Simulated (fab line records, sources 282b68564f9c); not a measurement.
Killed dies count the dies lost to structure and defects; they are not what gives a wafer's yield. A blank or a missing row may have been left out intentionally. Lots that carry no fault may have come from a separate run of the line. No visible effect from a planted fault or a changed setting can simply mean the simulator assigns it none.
Shared-tool check | flow ritCmos | 16 lots and 48 wafers in the sample

## THE REASON FOR OPENING IT
4 of 16 lots carry a flag on the reading NRETRO_TW at RIT_NRETRO_TW_MEAS_10. No-fault wafers: 1040, standard deviation 12.
Rule: a lot is flagged when every wafer of it that has a number lies more than 4 standard deviations from that mean, or none has a number. All remaining lots are regarded as sound.

lot  | measured    | on           | NRETRO_TW, wafer by wafer | flag
L997 | day 2 06:15 | filmMetro-03 | 1053 1053 1056            | 
L999 | day 2 15:19 | filmMetro-03 | 1053 1055 1052            | 
L100 | day 2 20:51 | filmMetro-02 | 1038 1038 1046            | 
L101 | day 3 02:41 | filmMetro-03 | 1051 1049 1046            | 
L102 | day 3 08:53 | filmMetro-03 | 1047 1050 1056            | 
L104 | day 3 18:16 | filmMetro-01 | 1022 1024 1024            | 
L105 | day 3 22:35 | filmMetro-02 | 1038 1039 1037            | 
L106 | day 4 04:49 | filmMetro-02 | 1046 1047 1046            | 
L107 | day 4 10:27 | filmMetro-02 | 1045 1050 1050            | 
L108 | day 4 15:32 | filmMetro-01 | 1025 1026 1028            | 
L109 | day 4 22:47 | filmMetro-01 | 1024 1032 1027            | 
L110 | day 5 01:43 | filmMetro-02 | 1046 1043 1049            | 
L111 | day 5 05:03 | filmMetro-01 | 1398 1395 1397            | FLAGGED
L112 | day 5 10:34 | filmMetro-03 | 1434 1426 1433            | FLAGGED
L113 | day 5 14:28 | filmMetro-01 | 1393 1383 1395            | FLAGGED
L114 | day 5 18:53 | filmMetro-01 | 1385 1383 1387            | FLAGGED
The mean of the flagged lots' numbers is 1401, +361 from the usual (+30 standard deviations).

## WHICH TOOL EACH LOT WENT THROUGH
The record holds 1 process step before the reading, out of a route of 202 steps. In each cell: the tool, then ch and the chambers that the sampled wafers went through, then the start.
lot  | flag    | RIT_NRETRO_IMPLANT_08
L997 |         | implanter-02 ch 0, day 2 05:56
L999 |         | implanter-03 ch 0, day 2 15:01
L100 |         | implanter-02 ch 0, day 2 20:32
L101 |         | implanter-04 ch 0, day 3 02:22
L102 |         | implanter-02 ch 0, day 3 08:34
L104 |         | implanter-04 ch 0, day 3 17:57
L105 |         | implanter-03 ch 0, day 3 22:19
L106 |         | implanter-03 ch 0, day 4 04:29
L107 |         | implanter-02 ch 0, day 4 10:07
L108 |         | implanter-02 ch 0, day 4 15:13
L109 |         | implanter-04 ch 0, day 4 22:28
L110 |         | implanter-04 ch 0, day 5 01:24
L111 | FLAGGED | implanter-03 ch 0, day 5 04:44
L112 | FLAGGED | implanter-02 ch 0, day 5 10:14
L113 | FLAGGED | implanter-04 ch 0, day 5 14:10
L114 | FLAGGED | implanter-03 ch 0, day 5 18:34
What the steps here do:
- RIT_NRETRO_IMPLANT_08
- RIT_NRETRO_TW_MEAS_10

## FLAGGED OVER TOTAL, TOOL BY TOOL (the gauges that took the reading come last)
step                  | tool         | lots run | flagged | share of the flagged lots | sound lots run after its first flagged lot
RIT_NRETRO_IMPLANT_08 | implanter-02 | 6        | 1       | some                      | 0
RIT_NRETRO_IMPLANT_08 | implanter-03 | 5        | 2       | some                      | 0
RIT_NRETRO_IMPLANT_08 | implanter-04 | 5        | 1       | some                      | 0
RIT_NRETRO_TW_MEAS_10 | filmMetro-01 | 6        | 3       | some                      | 0
RIT_NRETRO_TW_MEAS_10 | filmMetro-02 | 5        | 0       | none                      | -
RIT_NRETRO_TW_MEAS_10 | filmMetro-03 | 5        | 1       | some                      | 0

## WHAT THE TABLE PERMITS
No row of the table ran every flagged lot.

## WHAT WAS PUT IN BY THE SIMULATOR
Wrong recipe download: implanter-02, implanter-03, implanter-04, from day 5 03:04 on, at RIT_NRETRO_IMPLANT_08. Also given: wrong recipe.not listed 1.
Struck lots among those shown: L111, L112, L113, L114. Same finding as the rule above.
